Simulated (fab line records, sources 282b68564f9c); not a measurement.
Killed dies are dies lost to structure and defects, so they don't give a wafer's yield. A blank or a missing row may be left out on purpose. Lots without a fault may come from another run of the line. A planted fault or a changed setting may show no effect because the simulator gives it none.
Split-lot experiment | flow rit_cmos | 5 lots, 23 wafers read, on a route of 202 steps

THE SPLIT
At RIT_GATE_DEVELOP_15 (develop time 50 s), the setting develop_time_s was moved away from the recipe's 50 s on 6 of the 23 wafers read, by -5.6% to +12.6%. The other wafers ran this setting at the recipe's value.

FROM THE SPLIT TO THE READING: what the file shows between them, 9 steps
- RIT_NSD_IMPLANT_08 (also split here: energy_kev)
- RIT_PSD_COAT_01: resist thk 1000 nm (also split here: spin_rpm)
- RIT_PSD_SOFTBAKE_02: time 60 s
- RIT_PSD_EXPOSE_03: exposes mask M10, target cd 40900 nm
- RIT_PSD_DEVELOP_05: develop time 50 s
- RIT_PSD_HARDBAKE_07: time 60 s
- RIT_SILICIDE_SPUTTER_01: material Ti, target thk 30 nm, time 240 s (also split here: power_w)
- RIT_SILICIDE_RS_MEAS_02: measures by four-point-probe
- RIT_SILICIDE_THK_MEAS_03: measures by xrf

THE READING
etest.nmos_0p3.r_on_ohm_um (the simulator's own value, which no gauge read), at RIT_M1_PROBE_99. The file gives no usual value for it. The 17 wafers here that ran the recipe average 2129, standard deviation 50.

wafer  | tool, chamber at the split | develop_time_s as run, s | against the recipe | etest.nmos_0p3.r_on_ohm_um | against lot-mates on the recipe
L075.1 | litho_track-03, 0          | 50                       | recipe             | 2091                       | -
L075.2 | litho_track-03, 0          | 50                       | recipe             | 2070                       | -
L075.3 | litho_track-03, 0          | 50                       | recipe             | 2076                       | -
L075.5 | litho_track-03, 0          | 50                       | recipe             | 2090                       | -
L075.6 | litho_track-03, 0          | 50                       | recipe             | 2091                       | -
L077.1 | litho_track-01, 0          | 56.31                    | +12.6%             | 2033                       | -154
L077.2 | litho_track-01, 0          | 56.31                    | +12.6%             | 2051                       | -136
L077.3 | litho_track-01, 0          | 50                       | recipe             | 2193                       | -
L077.4 | litho_track-01, 0          | 50                       | recipe             | 2181                       | -
L077.6 | litho_track-01, 0          | 56.31                    | +12.6%             | 2022                       | -165
L079.1 | litho_track-01, 0          | 50                       | recipe             | 2214                       | -
L079.3 | litho_track-01, 0          | 47.22                    | -5.6%              | 2305                       | +112
L079.4 | litho_track-01, 0          | 47.22                    | -5.6%              | 2274                       | +82
L079.5 | litho_track-01, 0          | 50                       | recipe             | 2171                       | -
L079.6 | litho_track-01, 0          | 47.22                    | -5.6%              | 2274                       | +82
L082.1 | litho_track-03, 0          | 50                       | recipe             | 2114                       | -
L082.2 | litho_track-03, 0          | 50                       | recipe             | 2099                       | -
L082.3 | litho_track-03, 0          | 50                       | recipe             | 2076                       | -
L082.5 | litho_track-03, 0          | 50                       | recipe             | 2114                       | -
L082.6 | litho_track-03, 0          | 50                       | recipe             | 2065                       | -
L083.3 | litho_track-01, 0          | 50                       | recipe             | 2193                       | -
L083.5 | litho_track-01, 0          | 50                       | recipe             | 2176                       | -
L083.6 | litho_track-01, 0          | 50                       | recipe             | 2174                       | -

THE FIT
A straight line over all 23 wafers: etest.nmos_0p3.r_on_ohm_um changes by -11.4 for each +1% of develop_time_s; r = -0.71; the points scatter about the line by 57.
The same after taking each lot's own level away (the mean of its wafers on the recipe; 23 wafers): -12.9 for each +1%; r = -0.97; scatter 17.
On that fit, the largest move of develop_time_s shifts the reading by 1.6e+02.
The lots' own levels span 2083.6 to 2192.5, that is 2.2 times the standard deviation above.
So the lot-to-lot level blurs the effect unless lot-mates are compared.
Check: with one of the wafers moved furthest among these (+12.6%) left out of the fit, the line predicts -161 for it against its lot-mates. It came out at -154 against them.

OTHER SPLITS ON THESE WAFERS
These wafers also went through other splits before the reading. Each is held against what the fit with the lots' levels taken away leaves over:
other split on the same wafers   | wafers away from the commonest value | r with etest.nmos_0p3.r_on_ohm_um (lot level and that fit taken away)
RIT_ACTIVE_OXIDATION_01 temp_c   | 18                                   | +0.22
RIT_ACTIVE_COAT_06 spin_rpm      | 9                                    | +0.06
RIT_FOX1_OXIDATION_00 ox_time_s  | 15                                   | +0.13
RIT_NWELL_COAT_01 spin_rpm       | 5                                    | +0.29
RIT_NWELL_IMPLANT_08 energy_kev  | 9                                    | -0.07
RIT_PWELL_IMPLANT_08 energy_kev  | 4                                    | +0.12
RIT_NRETRO_IMPLANT_08 dose_cm2   | 7                                    | +0.07
RIT_PRETRO_IMPLANT_08 energy_kev | 5                                    | -0.23
RIT_NSD_IMPLANT_08 energy_kev    | 5                                    | -0.40
RIT_PSD_COAT_01 spin_rpm         | 7                                    | +0.13
RIT_SILICIDE_SPUTTER_01 power_w  | 8                                    | +0.29

THE WHOLE CHAIN: every reading that the file lists as answering this split, in the file's order
step            | what it does | reading                                                                      | change (the file's fit)           | r (the file's)
RIT_M1_PROBE_99 |              | etest.pmos_0p3.r_on_ohm_um (the simulator's own value, which no gauge read)  | -43.1 for each +1% of the setting | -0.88
RIT_M1_PROBE_99 |              | etest.pmos_0p15.r_on_ohm_um (the simulator's own value, which no gauge read) | -43 for each +1% of the setting   | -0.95
RIT_M1_PROBE_99 |              | etest.nmos_0p3.r_on_ohm_um (the simulator's own value, which no gauge read)  | -12.8 for each +1% of the setting | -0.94

THE FILE'S OWN FIT
etest.nmos_0p3.r_on_ohm_um changes by -12.8 for each +1% of develop_time_s, r = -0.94.
